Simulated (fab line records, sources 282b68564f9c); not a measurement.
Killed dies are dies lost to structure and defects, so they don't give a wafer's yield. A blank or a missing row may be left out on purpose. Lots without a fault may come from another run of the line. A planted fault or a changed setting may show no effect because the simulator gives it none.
Split-lot experiment | flow rit_cmos | 5 lots, 23 wafers read, on a route of 202 steps

THE SPLIT
At RIT_NWELL_COAT_01 (resist thk 1300 nm), the setting resist_thk_nm was moved away from the recipe's 1300 nm on 8 of the 23 wafers read, by +2.0% to +4.6%. The other wafers ran this setting at the recipe's value.

FROM THE SPLIT TO THE READING: what the file shows between them, 3 steps
- RIT_NWELL_SOFTBAKE_02: time 62.15 s
- RIT_NWELL_EXPOSE_03: exposes mask M2, target cd 43900 nm
- RIT_NWELL_DEVELOP_05: develop time 68 s

THE READING
NOVOLAK_of_NWELL_COAT_01.thk_nm (the simulator's own value, which no gauge read), in nm, at RIT_NWELL_HARDBAKE_07 (time 120 s). The file gives no usual value for it. The 15 wafers here that ran the recipe average 1138 nm, standard deviation 3.9 nm.

wafer  | tool, chamber at the split | resist_thk_nm as run, nm | against the recipe | NOVOLAK_of_NWELL_COAT_01.thk_nm, nm | against lot-mates on the recipe
L079.1 | litho_track-03, 0          | 1300                     | recipe             | 1145                                | -
L079.2 | litho_track-03, 0          | 1300                     | recipe             | 1142                                | -
L079.6 | litho_track-03, 0          | 1300                     | recipe             | 1144                                | -
L081.1 | litho_track-04, 0          | 1300                     | recipe             | 1133                                | -
L081.2 | litho_track-04, 0          | 1300                     | recipe             | 1133                                | -
L081.3 | litho_track-04, 0          | 1300                     | recipe             | 1135                                | -
L081.4 | litho_track-04, 0          | 1300                     | recipe             | 1136                                | -
L081.6 | litho_track-04, 0          | 1300                     | recipe             | 1134                                | -
L083.1 | litho_track-03, 0          | 1330                     | +2.3%              | 1166                                | +30
L083.2 | litho_track-03, 0          | 1330                     | +2.3%              | 1167                                | +31
L083.4 | litho_track-03, 0          | 1300                     | recipe             | 1134                                | -
L083.5 | litho_track-03, 0          | 1300                     | recipe             | 1138                                | -
L083.6 | litho_track-03, 0          | 1330                     | +2.3%              | 1165                                | +29
L084.1 | litho_track-04, 0          | 1360                     | +4.6%              | 1188                                | +47
L084.2 | litho_track-04, 0          | 1300                     | recipe             | 1141                                | -
L084.6 | litho_track-04, 0          | 1300                     | recipe             | 1141                                | -
L084.3 | litho_track-04, 0          | 1360                     | +4.6%              | 1187                                | +46
L084.4 | litho_track-04, 0          | 1360                     | +4.6%              | 1196                                | +55
L085.1 | litho_track-01, 0          | 1326                     | +2.0%              | 1159                                | +22
L085.2 | litho_track-01, 0          | 1326                     | +2.0%              | 1159                                | +22
L085.4 | litho_track-01, 0          | 1300                     | recipe             | 1135                                | -
L085.5 | litho_track-01, 0          | 1300                     | recipe             | 1138                                | -
L085.6 | litho_track-01, 0          | 1300                     | recipe             | 1138                                | -

THE FIT
A straight line over all 23 wafers: NOVOLAK_of_NWELL_COAT_01.thk_nm changes by +11.5 nm for each +1% of resist_thk_nm; r = +0.98; the points scatter about the line by 3.7 nm.
The same after taking each lot's own level away (the mean of its wafers on the recipe; 23 wafers): +11 nm for each +1%; r = +0.99; scatter 2.6 nm.
On that fit, the largest move of resist_thk_nm shifts the reading by 51 nm.
The lots' own levels span 1134.2 to 1143.7 nm, that is 2.5 times the standard deviation above.
So the lot-to-lot level changes the slope little: the two slopes agree.
Check: with one of the wafers moved furthest among these (+4.6%) left out of the fit, the line predicts +52.7 nm for it against its lot-mates. It came out at +47 nm against them.

OTHER SPLITS ON THESE WAFERS
These wafers also went through other splits before the reading. Each is held against what the fit with the lots' levels taken away leaves over:
other split on the same wafers    | wafers away from the commonest value | r with NOVOLAK_of_NWELL_COAT_01.thk_nm (lot level and that fit taken away)
RIT_ACTIVE_OXIDATION_01 temp_c    | 15                                   | -0.42
RIT_ACTIVE_EXPOSE_08 dose_mj      | 8                                    | +0.05
RIT_ACTIVE_ETCH_13 pressure_mtorr | 18                                   | +0.15

THE WHOLE CHAIN: every reading that the file lists as answering this split, in the file's order
step                  | what it does       | reading                                                                          | change (the file's fit)              | r (the file's)
RIT_NWELL_COAT_01     | resist thk 1300 nm | NOVOLAK_of_NWELL_COAT_01.thk_nm (the simulator's own value, which no gauge read) | +12.9 nm for each +1% of the setting | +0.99
RIT_NWELL_HARDBAKE_07 | time 120 s         | NOVOLAK_of_NWELL_COAT_01.thk_nm (the simulator's own value, which no gauge read) | +11.1 nm for each +1% of the setting | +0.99

THE FILE'S OWN FIT
NOVOLAK_of_NWELL_COAT_01.thk_nm changes by +11.1 nm for each +1% of resist_thk_nm, r = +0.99.
